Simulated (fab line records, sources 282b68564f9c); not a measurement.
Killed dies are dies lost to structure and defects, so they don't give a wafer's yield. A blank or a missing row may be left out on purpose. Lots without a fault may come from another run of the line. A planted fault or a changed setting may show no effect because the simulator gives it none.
Which tool did it? | flow rit_cmos | 10 lots, 30 wafers sampled, at 5 steps of a route of 202

WHAT THE GAUGES READ, wafer by wafer
RIT_ACTIVE_BOW_MEAS_00.
lot  | measured    | on            | INCOMING_BOW (um)
L633 | day 1 10:04 | film_metro-04 | 4 12 1
L634 | day 1 15:01 | film_metro-02 | -15 -5 -6
L635 | day 1 20:00 | film_metro-02 | 8 -2 10
L636 | day 2 01:02 | film_metro-02 | -12 -13 0
L637 | day 2 06:00 | film_metro-03 | -4 10 1
L638 | day 2 11:01 | film_metro-02 | 3 0 9
L639 | day 2 16:01 | film_metro-04 | -7 4 -2
L641 | day 3 02:00 | film_metro-02 | -11 -12 -1
L644 | day 3 17:01 | film_metro-02 | -5 12 6
L646 | day 4 03:00 | film_metro-03 | 3 16 8

RIT_WELLDRIVE_RS_MEAS_02: measures by four-point-probe.
lot  | measured    | on            | PWELL_RS (ohm/sq)
L633 | day 2 07:52 | film_metro-04 | 428.4 428.5 428.4
L634 | day 2 14:46 | film_metro-04 | 426.6 426.8 426.5
L635 | day 2 19:50 | film_metro-04 | 428.1 427.8 428.1
L636 | day 2 20:27 | film_metro-01 | 430.5 432.7 431.5
L637 | day 3 03:58 | film_metro-02 | 428.4 429.2 430.3
L638 | day 3 09:17 | film_metro-01 | 431.1 431.7 430.6
L639 | day 3 14:25 | film_metro-01 | 431.0 429.3 429.7
L641 | day 3 23:07 | film_metro-01 | 428.8 428.9 428.2
L644 | day 4 13:01 | film_metro-02 | 428.2 428.2 427.3
L646 | day 4 23:10 | film_metro-01 | 429.1 428.8 430.4

RIT_GATE_THK_MEAS_09.
lot  | measured    | on            | GATE_POLY_THK (nm)
L633 | day 2 16:55 | film_metro-03 | 250.7 251.8 251.7
L634 | day 3 00:44 | film_metro-03 | 251.3 252.8 251.2
L635 | day 3 03:38 | film_metro-04 | 247.7 246.3 246.2
L636 | day 3 03:46 | film_metro-01 | 251.6 248.3 250.4
L637 | day 3 16:12 | film_metro-03 | 248.3 251.3 250.7
L638 | day 3 17:50 | film_metro-01 | 249.0 249.6 250.0
L639 | day 3 23:23 | film_metro-04 | 250.0 251.8 249.5
L641 | day 4 06:59 | film_metro-03 | 253.5 254.5 253.3
L644 | day 4 23:26 | film_metro-04 | 198.7 199.0 200.7
L646 | day 5 07:23 | film_metro-03 | 252.8 251.4 252.1

WHICH TOOL RAN EACH LOT (tool, then ch and the chambers of the sampled wafers, then the start)
lot  | RIT_ACTIVE_STRIP_14                 | RIT_GATE_CVD_08
L633 | plasma_asher-03 ch 0,1, day 1 16:43 | lpcvd-01 ch 0, day 2 15:16
L634 | plasma_asher-04 ch 0,1, day 1 21:54 | lpcvd-02 ch 0, day 2 22:18
L635 | plasma_asher-04 ch 0,1, day 2 02:15 | lpcvd-01 ch 0, day 3 02:01
L636 | plasma_asher-01 ch 0,1, day 2 06:48 | lpcvd-02 ch 0, day 3 02:08
L637 | plasma_asher-03 ch 0,1, day 2 11:13 | lpcvd-02 ch 1, day 3 14:35
L638 | plasma_asher-03 ch 0,1, day 2 16:26 | lpcvd-02 ch 0, day 3 16:12
L639 | plasma_asher-04 ch 0,1, day 2 23:44 | lpcvd-02 ch 1, day 3 21:45
L641 | plasma_asher-01 ch 0,1, day 3 06:59 | lpcvd-01 ch 1, day 4 05:22
L644 | plasma_asher-01 ch 0,1, day 3 21:58 | lpcvd-02 ch 0, day 4 21:49
L646 | plasma_asher-04 ch 1, day 4 08:02   | lpcvd-01 ch 1, day 5 05:46
- RIT_ACTIVE_STRIP_14: strips in O2, time 180 s.
- RIT_GATE_CVD_08: deposits poly-Si from SiH4, target thk 250 nm, time 2220 s.

WHAT THE TOOLS THEMSELVES READ (means of the sampled wafers that have a number; where no wafer has one, the mark that the record gives instead)
RIT_ACTIVE_STRIP_14.
lot  | tool            | drypump_motor_current_A (A)
L633 | plasma_asher-03 | 5.70
L634 | plasma_asher-04 | 5.91
L635 | plasma_asher-04 | 5.73
L636 | plasma_asher-01 | 5.38
L637 | plasma_asher-03 | 5.68
L638 | plasma_asher-03 | 5.84
L639 | plasma_asher-04 | 5.74
L641 | plasma_asher-01 | 5.46
L644 | plasma_asher-01 | 5.46
L646 | plasma_asher-04 | 6.09

RIT_GATE_CVD_08.
lot  | tool     | spike_tc_centre_C (C) | spike_tc_load_C (C) | spike_tc_source_C (C) | zone_power_source_pct (%)
L633 | lpcvd-01 | 610.2                 | 634.0               | 631.1                 | 12.8
L634 | lpcvd-02 | 613.7                 | 629.5               | 629.9                 | 13.3
L635 | lpcvd-01 | 609.8                 | 635.2               | 631.3                 | 12.7
L636 | lpcvd-02 | 611.7                 | 630.2               | 630.1                 | 13.2
L637 | lpcvd-02 | 611.9                 | 634.6               | 632.7                 | 12.5
L638 | lpcvd-02 | 614.9                 | 630.7               | 630.7                 | 13.3
L639 | lpcvd-02 | 612.6                 | 634.3               | 632.7                 | 12.6
L641 | lpcvd-01 | 611.4                 | 634.6               | 631.8                 | 12.1
L644 | lpcvd-02 | 604.5                 | 621.1               | 619.5                 | 12.8
L646 | lpcvd-01 | 611.6                 | 634.5               | 631.8                 | 12.0

THE ANSWER, worked out from the rows above alone
Rule: what is usual is taken from the lots themselves. Put in order of their means at a reading, lots are off if they are a third of the lots or fewer, leave a main group of 4 or more, and stand apart from it by a gap of 3 or more times the standard deviation of the main group's means; of several such gaps the widest counts. A main group whose means are all the same, to the digits that the tables above print for the reading, isn't used. A lot without any number at a reading at which 4 lots or more have one is off too. The other lots that the step has rows for count as sound. The gauges are gone through in route order, then the tools' own readings, and for those a lot's mean is taken as printed above. The first step at which some lot is off is used, and at that step the reading that is off furthest; a lot without a number counts as furthest.
Off: L644, at RIT_GATE_THK_MEAS_09 (GATE_POLY_THK). The main group: mean 250.7 nm, standard deviation 1.9.
A tool fits if, at a process step before that reading, it ran every lot that is off, and no sound lot after the first of them. The gauges at RIT_GATE_THK_MEAS_09 aren't tried: what is off there is off at RIT_GATE_CVD_08 too, on other tools, and a gauge's error can't cause that. Can't be told from this: 2 tools fit, plasma_asher-01 at RIT_ACTIVE_STRIP_14, lpcvd-02 at RIT_GATE_CVD_08.

WHAT THE SIMULATOR HAD PUT IN
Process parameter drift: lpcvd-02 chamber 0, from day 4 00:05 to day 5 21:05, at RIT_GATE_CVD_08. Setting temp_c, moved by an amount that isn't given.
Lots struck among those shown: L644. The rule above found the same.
